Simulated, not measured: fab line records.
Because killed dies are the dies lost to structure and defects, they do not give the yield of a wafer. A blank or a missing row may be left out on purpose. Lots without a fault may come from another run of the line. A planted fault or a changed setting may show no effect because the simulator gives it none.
fab line records | flow rit-cmos
record: lots: 5 | wafers: 15 | last-day: 7
route steps=202 shown M1@194
lots untouched by any fault: they come from a run of this same line in which no faults occurred
start-h: hours from the record's opening day to when the first of the lot's shown wafers began | wait-h: hours elapsed since this lot's preceding step | " unchanged from the row above | L1.1+2: a row that stands for several wafers | - no value, or no start was given | * or withheld: withheld | < > ~ a bound
route shown NAME@n: names a module that has steps shown in the file, with the first one's number in the route | usual: average and standard deviation across the fault-free wafers | same: alike in all rows | chamber/n: place in a boat | sites: readings site by site | _std_site: the values' standard deviation | _edge_site: inner sites' mean taken away from outer sites' mean | radius-mm: how far each site lies from the wafer's centre | mask NAME#n: copy n | behind: the most recent tool/chamber to have shaped the wafer | hold: reason for holding the lot/hours on hold/outcome of the hold | device: transistor that didn't switch, given as n, p or np | end of line: at the end of the route, the tests of the same wafers | a step with no rows: only its recipe | killed: the dies lost at the first sort to structure and to defects; this is not the yield of the wafer | map: a wafer's dies, marking killed ones x, the rest . and places with no die _
set.NAME: the setting the step ran with; set.NAME@STEP: the setting that earlier step ran with | model.NAME: the simulator's own value behind a step, which no gauge read
lots at some steps of the route; a table a step, a row a wafer
services: the hour from which a tool's chamber was out of use, counted from the record's first day as start-h (under 0 if before that day), plus the number of hours and why
== steps ==
step: RIT_M1_OVL_MEAS_10
usual: M1_OVL: -0.6/1.4
lot.wafer | tool       | chamber | start-h | wait-h | M1_OVL[nm]
L075.3    | overlay-01 | -       | 60.70   | 0.1    | 2.5
L075.5    | "          | -       | "       | "      | 1.3
L075.6    | "          | -       | "       | "      | 0.4
L077.2    | overlay-01 | -       | 73.65   | 0.1    | -1.2
L077.3    | "          | -       | "       | "      | -0.9
L077.5    | "          | -       | "       | "      | -1.4
L082.2    | overlay-02 | -       | 94.55   | 0.1    | -2.0
L082.3    | "          | -       | "       | "      | -0.4
L082.5    | "          | -       | "       | "      | -2.1
L095.3    | overlay-01 | -       | 159.63  | 0.1    | -1.4
L095.4    | "          | -       | "       | "      | 0.8
L095.6    | "          | -       | "       | "      | -0.6
L097.1    | overlay-02 | -       | 171.09  | 0.1    | -1.1
L097.3    | "          | -       | "       | "      | -0.8
L097.6    | "          | -       | "       | "      | -1.2
step: RIT_M1_HARDBAKE_11
recipe: resist: NOVOLAK | temp-c: 140 | time-s: 120
lot.wafer  | tool           | chamber | start-h | wait-h
L075.3+5+6 | litho-track-02 | 0       | 60.81   | 0.1
L077.2+3+5 | litho-track-01 | 0       | 73.82   | 0.2
L082.2+3+5 | litho-track-02 | 0       | 94.75   | 0.2
L095.3+4+6 | litho-track-02 | 0       | 159.73  | 0.1
L097.1+3+6 | litho-track-02 | 0       | 171.12  | 0.0
step: RIT_M1_METAL_ETCH_12
recipe: stop-on: SiO2 | chemistry: Cl2/BCl3 | target: Al | time-s: 165 | over-etch-frac: 0.5 | pressure-mtorr: 100 | target-depth-a: 6000 | rf-w: 250 | Cl2_flow_sccm: 60 | bcl3-flow-sccm: 50
usual: drypump-motor-current-A: 6.0/0.49 | oes-product-au: 0.772/0.014 | throttle-valve-pct: 8.29/0.13
lot.wafer | tool         | chamber | start-h | wait-h | drypump-motor-current-A | oes-product-au | rf-hours-counter-h | throttle-valve-pct
L075.3    | rie-metal-03 | 0       | 61.03   | 0.2    | 6.6                     | 0.756          | -                  | 8.26
L075.5    | "            | 1       | "       | "      | 5.3                     | 0.777          | -                  | 8.41
L075.6    | "            | 0       | "       | "      | 6.6                     | 0.765          | -                  | 8.25
L077.2    | rie-metal-04 | 1       | 74.02   | 0.2    | 5.4                     | 0.764          | 3                  | 8.11
L077.3    | "            | 1       | "       | "      | 5.4                     | 0.760          | -                  | 8.11
L077.5    | "            | 1       | "       | "      | 5.4                     | 0.769          | -                  | 8.12
L082.2    | rie-metal-01 | 1       | 94.96   | 0.2    | 6.2                     | 0.754          | 36                 | 8.55
L082.3    | "            | 0       | "       | "      | 6.1                     | 0.789          | -                  | 8.25
L082.5    | "            | 1       | "       | "      | 6.2                     | 0.746          | -                  | 8.55
L095.3    | rie-metal-01 | 0       | 159.95  | 0.2    | 6.1                     | 0.759          | -                  | 8.27
L095.4    | "            | 1       | "       | "      | 6.2                     | 0.777          | -                  | 8.55
L095.6    | "            | 1       | "       | "      | 6.2                     | 0.790          | -                  | 8.54
L097.1    | rie-metal-03 | 0       | 171.37  | 0.2    | 6.6                     | 0.755          | 2                  | 8.26
L097.3    | "            | 1       | "       | "      | 5.3                     | 0.781          | -                  | 8.38
L097.6    | "            | 1       | "       | "      | 5.3                     | 0.780          | -                  | 8.40
step: RIT_M1_STRIP_13
recipe: chemistry: nmp | resist: NOVOLAK | temp-c: 80 | time-s: 600 | dry: n2-spin
lot.wafer  | tool         | chamber | start-h | wait-h
L075.3+5+6 | wet-bench-03 | 3       | 61.14   | 0.1
L077.2+3+5 | wet-bench-03 | 1       | 74.19   | 0.1
L082.2+3+5 | wet-bench-01 | 3       | 95.12   | 0.1
L095.3+4+6 | wet-bench-02 | 2       | 160.06  | 0.1
L097.1+3+6 | wet-bench-02 | 0       | 171.53  | 0.1
step: RIT_M1_STRIP_14
recipe: chemistry: O2 | time-s: 180 | platen-temp-c: withheld | power-w: 500 | pressure-mtorr: 4000 | o2-flow-sccm: 4000
usual: drypump-motor-current-A: 5.7/0.44 | rf-refl-power-W: 6.2/1.1
lot.wafer | tool            | chamber | start-h | wait-h | drypump-motor-current-A | rf-hours-counter-h | rf-refl-power-W
L075.3    | plasma-asher-02 | 1       | 61.39   | 0.1    | 4.9                     | -                  | 5.9
L075.5    | "               | 0       | "       | "      | 6.1                     | -                  | 4.5
L075.6    | "               | 1       | "       | "      | 4.9                     | -                  | 5.7
L077.2    | plasma-asher-01 | 0       | 74.38   | 0.0    | 5.4                     | 44                 | 6.2
L077.3    | "               | 0       | "       | "      | 5.4                     | -                  | 6.3
L077.5    | "               | 0       | "       | "      | 5.4                     | -                  | 6.3
L082.2    | plasma-asher-04 | 0       | 95.30   | 0.0    | 5.9                     | 44                 | 7.8
L082.3    | "               | 0       | "       | "      | 5.9                     | -                  | 7.4
L082.5    | "               | 1       | "       | "      | 5.7                     | -                  | 7.4
L095.3    | plasma-asher-01 | 0       | 160.30  | 0.1    | 5.4                     | -                  | 6.3
L095.4    | "               | 1       | "       | "      | 6.2                     | -                  | 5.1
L095.6    | "               | 1       | "       | "      | 6.2                     | -                  | 5.5
L097.1    | plasma-asher-01 | 0       | 171.71  | 0.0    | 5.4                     | 54                 | 6.2
L097.3    | "               | 0       | "       | "      | 5.4                     | -                  | 6.3
L097.6    | "               | 1       | "       | "      | 6.1                     | -                  | 5.4
step: RIT_M1_CD_MEAS_90
recipe: target-cd-nm: 2600
usual: cd-nm: 2599.9/2.7
lot.wafer | tool      | chamber | start-h | wait-h | cd-nm
L075.3    | cd-sem-01 | -       | 61.54   | 0.1    | 2602.3
L075.5    | "         | -       | "       | "      | 2600.3
L075.6    | "         | -       | "       | "      | 2601.4
L077.2    | cd-sem-02 | -       | 74.57   | 0.1    | 2602.4
L077.3    | "         | -       | "       | "      | 2603.5
L077.5    | "         | -       | "       | "      | 2602.6
L082.2    | cd-sem-02 | -       | 95.49   | 0.1    | 2598.5
L082.3    | "         | -       | "       | "      | 2599.6
L082.5    | "         | -       | "       | "      | 2598.7
L095.3    | cd-sem-02 | -       | 160.45  | 0.1    | 2602.1
L095.4    | "         | -       | "       | "      | 2600.5
L095.6    | "         | -       | "       | "      | 2599.5
L097.1    | cd-sem-02 | -       | 171.88  | 0.1    | 2597.9
L097.3    | "         | -       | "       | "      | 2600.1
L097.6    | "         | -       | "       | "      | 2599.3
step: RIT_M1_ANNEAL_15
recipe: temp-c: 450 | time-s: 1800 | ambient: forming_gas_H2N2
usual: spike-tc-centre-C: 452.3/1.1 | zone-power-source-pct: 7.4/1.1
lot.wafer | tool | chamber | start-h | wait-h | spike-tc-centre-C | zone-power-source-pct
L075.3    | -    | -       | 62.74   | 1.2    | 453.7             | 8.9
L075.5    | "    | -       | "       | "      | 453.2             | 8.8
L075.6    | "    | -       | "       | "      | 452.6             | 8.8
L077.2    | -    | -       | 74.67   | 0.1    | 454.2             | 7.7
L077.3    | "    | -       | "       | "      | 452.3             | 7.8
L077.5    | "    | -       | "       | "      | 453.2             | 7.7
L082.2    | -    | -       | 95.59   | 0.1    | 450.5             | 6.3
L082.3    | "    | -       | "       | "      | 452.2             | 6.3
L082.5    | "    | -       | "       | "      | 451.1             | 6.4
L095.3    | -    | -       | 160.53  | 0.1    | 452.1             | 6.3
L095.4    | "    | -       | "       | "      | 451.6             | 6.3
L095.6    | "    | -       | "       | "      | 451.9             | 6.3
L097.1    | -    | -       | 172.00  | 0.1    | 451.7             | 8.9
L097.3    | "    | -       | "       | "      | 453.7             | 9.0
L097.6    | "    | -       | "       | "      | 451.4             | 8.9
step: RIT_M1_BOW_MEAS_16
recipe: mode: bow
usual: M1_BOW: 17/5.8
lot.wafer | tool          | chamber | start-h | wait-h | M1_BOW[um]
L075.3    | film-metro-04 | -       | 64.28   | 0.0    | 14
L075.5    | "             | -       | "       | "      | 10
L075.6    | "             | -       | "       | "      | 18
L077.2    | film-metro-04 | -       | 76.19   | 0.0    | 19
L077.3    | "             | -       | "       | "      | 28
L077.5    | "             | -       | "       | "      | 11
L082.2    | film-metro-01 | -       | 97.11   | 0.0    | 25
L082.3    | "             | -       | "       | "      | 14
L082.5    | "             | -       | "       | "      | 21
L095.3    | film-metro-01 | -       | 162.07  | 0.0    | 25
L095.4    | "             | -       | "       | "      | 5
L095.6    | "             | -       | "       | "      | 16
L097.1    | film-metro-02 | -       | 173.50  | 0.0    | 13
L097.3    | "             | -       | "       | "      | 17
L097.6    | "             | -       | "       | "      | 17
step: RIT_M1_PROBE_99
usual: defect-limited-yield: 97.5/1.1 | killed-at-contacts: 0.1/0.32 | killed-at-front-end: 7/3 | killed-dies: 7/3 | killed-open: 3.4/2.2 | killed-short: 3.3/1.8 | sort_bin_3_pad_short: 0.2/0.25 | sort_bin_5_function: 1.5/0.79 | sort_bin_6_memory: 0.9/0.65 | sort-n-pass: 257/3 | sort-yield-pct: 97.5/1.1
same: gross-dies: 264 | killed_at_M0_to_M3: 0 | killed_at_M4_up: 0 | killed-at-back-side: 0 | killed-at-other: 0
lot.wafer | tool      | chamber | start-h | wait-h | defect-limited-yield[%] | killed-at-contacts | killed-at-front-end | killed-dies | killed-open | killed-short | sort_bin_3_pad_short[%] | sort_bin_5_function[%] | sort_bin_6_memory[%] | sort-n-pass | sort-yield-pct[%]
L075.3    | prober-02 | -       | 64.46   | 0.2    | 97.7                    | 0                  | 6                   | 6           | 3           | 3            | 0.4                     | 1.1                    | 0.8                  | 258         | 97.7
L075.5    | prober-02 | -       | 64.56   | 0.2    | 98.5                    | 0                  | 4                   | 4           | 1           | 3            | 0.4                     | 0.8                    | 0.4                  | 260         | 98.5
L075.6    | prober-02 | -       | 64.61   | 0.2    | 97.3                    | 0                  | 7                   | 7           | 3           | 4            | 0.4                     | 2.3                    | 0                    | 257         | 97.3
L077.2    | prober-02 | -       | 76.34   | 0.1    | 98.1                    | 0                  | 5                   | 5           | 3           | 2            | 0                       | 0.8                    | 1.1                  | 259         | 98.1
L077.3    | prober-02 | -       | 76.39   | 0.2    | 98.9                    | 0                  | 3                   | 3           | 0           | 3            | 0                       | 0.8                    | 0.4                  | 261         | 98.9
L077.5    | prober-02 | -       | 76.49   | 0.2    | 98.5                    | 1                  | 3                   | 4           | 1           | 3            | 0.4                     | 1.1                    | 0                    | 260         | 98.5
L082.2    | prober-01 | -       | 97.26   | 0.1    | 98.1                    | 0                  | 5                   | 5           | 0           | 5            | 0                       | 1.1                    | 0.8                  | 259         | 98.1
L082.3    | prober-01 | -       | 97.31   | 0.2    | 99.6                    | 0                  | 1                   | 1           | 1           | 0            | 0                       | 0.4                    | 0                    | 263         | 99.6
L082.5    | prober-01 | -       | 97.41   | 0.2    | 95.8                    | 0                  | 11                  | 11          | 7           | 4            | 0.8                     | 2.3                    | 1.1                  | 253         | 95.8
L095.3    | prober-02 | -       | 162.25  | 0.2    | 95.5                    | 1                  | 11                  | 12          | 6           | 6            | 0                       | 1.9                    | 2.7                  | 252         | 95.5
L095.4    | prober-02 | -       | 162.30  | 0.2    | 98.9                    | 0                  | 3                   | 3           | 1           | 2            | 0.4                     | 0.4                    | 0.4                  | 261         | 98.9
L095.6    | prober-02 | -       | 162.40  | 0.2    | 95.5                    | 0                  | 12                  | 12          | 3           | 9            | 0.4                     | 1.1                    | 3.0                  | 252         | 95.5
L097.1    | prober-02 | -       | 173.62  | 0.1    | 95.8                    | 0                  | 11                  | 11          | 1           | 10           | 0.8                     | 2.7                    | 0.8                  | 253         | 95.8
L097.3    | prober-02 | -       | 173.72  | 0.2    | 98.1                    | 0                  | 5                   | 5           | 4           | 1            | 0                       | 1.5                    | 0.4                  | 259         | 98.1
L097.6    | prober-02 | -       | 173.87  | 0.2    | 98.1                    | 0                  | 5                   | 5           | 4           | 1            | 0                       | 0.8                    | 1.1                  | 259         | 98.1
killed by level:class
L075.3 GATE:geometric-particle:short=2 SPACER:geometric-particle:open=2 GATE:geometric-particle:open=1 SILICIDE:geometric-particle:short=1
L075.5 FOX1:geometric-particle:short=1 GATE:geometric-particle:short=1 REOX:geometric-particle:open=1 SILICIDE:geometric-particle:short=1
L075.6 GATE:geometric-particle:short=2 FOX1:geometric-particle:open=1 REOX:geometric-particle:open=1 SPACER:geometric-particle:open=1 SPACER:geometric-particle:short=1 SILICIDE:geometric-particle:short=1
L077.2 FOX1:geometric-particle:short=1 GATE:geometric-particle:open=1 REOX:geometric-particle:short=1 SPACER:geometric-particle:open=1 SILICIDE:geometric-particle:open=1
L077.3 FOX1:geometric-particle:short=1 GATE:geometric-particle:short=1 SPACER:geometric-particle:short=1
L077.5 FOX2:geometric-particle:short=1 GATE:geometric-particle:short=1 SPACER:geometric-particle:short=1 CONTACT:geometric-particle:open=1
L082.2 GATE:geometric-particle:short=2 FOX2:geometric-particle:short=1 REOX:geometric-particle:short=1 SPACER:geometric-particle:short=1
L082.3 FOX1:geometric-particle:open=1
L082.5 GATE:geometric-particle:open=3 REOX:geometric-particle:short=2 SPACER:geometric-particle:open=2 REOX:geometric-particle:open=1 SPACER:geometric-particle:short=1 SILICIDE:geometric-particle:short=1 SILICIDE:geometric-particle:open=1
L095.3 GATE:geometric-particle:short=4 GATE:geometric-particle:open=2 SILICIDE:geometric-particle:open=2 FOX2:geometric-particle:open=1 FOX2:geometric-particle:short=1 SPACER:geometric-particle:short=1 CONTACT:geometric-particle:open=1
L095.4 GATE:geometric-particle:open=1 SPACER:geometric-particle:short=1 SILICIDE:geometric-particle:short=1
L095.6 GATE:geometric-particle:short=4 FOX2:geometric-particle:short=2 SILICIDE:geometric-particle:short=2 SILICIDE:geometric-particle:open=2 GATE:geometric-particle:open=1 SPACER:geometric-particle:short=1
L097.1 GATE:geometric-particle:short=4 FOX2:geometric-particle:short=2 SPACER:geometric-particle:short=2 GATE:geometric-particle:open=1 REOX:geometric-particle:short=1 SILICIDE:geometric-particle:short=1
L097.3 GATE:geometric-particle:open=3 REOX:geometric-particle:short=1 SILICIDE:geometric-particle:open=1
L097.6 GATE:geometric-particle:open=2 REOX:geometric-particle:open=1 REOX:geometric-particle:short=1 SILICIDE:geometric-particle:open=1
== services ==
tool            | chamber | start-h | hours | kind
rie-metal-04    | -       | 48.68   | 2.3   | repair
rie-metal-01    | 1       | 53.48   | 4.3   | repair
furnace-04      | -       | 59.94   | 3.0   | pm
wet-bench-02    | -       | 60.44   | 1.3   | repair
wet-bench-02    | -       | 86.55   | 1.9   | pm
rie-metal-01    | 0       | 95.27   | 11.7  | repair
plasma-asher-04 | -       | 108.75  | 9.0   | pm
plasma-asher-04 | 0       | 108.75  | 9.0   | vent-cycle
plasma-asher-04 | 1       | 108.75  | 9.0   | vent-cycle
furnace-02      | -       | 114.22  | 2.1   | pm
plasma-asher-04 | 0       | 117.75  | -     | clean
plasma-asher-04 | 1       | 117.75  | -     | clean
rie-metal-04    | -       | 125.03  | 1.4   | pm
rie-metal-01    | -       | 136.12  | 20.0  | pm
rie-metal-01    | 0       | 136.12  | 20.0  | vent-cycle
rie-metal-01    | 1       | 136.12  | 20.0  | vent-cycle
plasma-asher-01 | -       | 141.83  | 6.1   | repair
plasma-asher-01 | -       | 142.26  | 2.1   | repair
furnace-02      | -       | 149.58  | 3.9   | pm
furnace-04      | -       | 155.02  | 2.4   | repair
rie-metal-01    | 0       | 156.12  | -     | clean
rie-metal-01    | 1       | 156.12  | -     | clean
== key ==
fault none
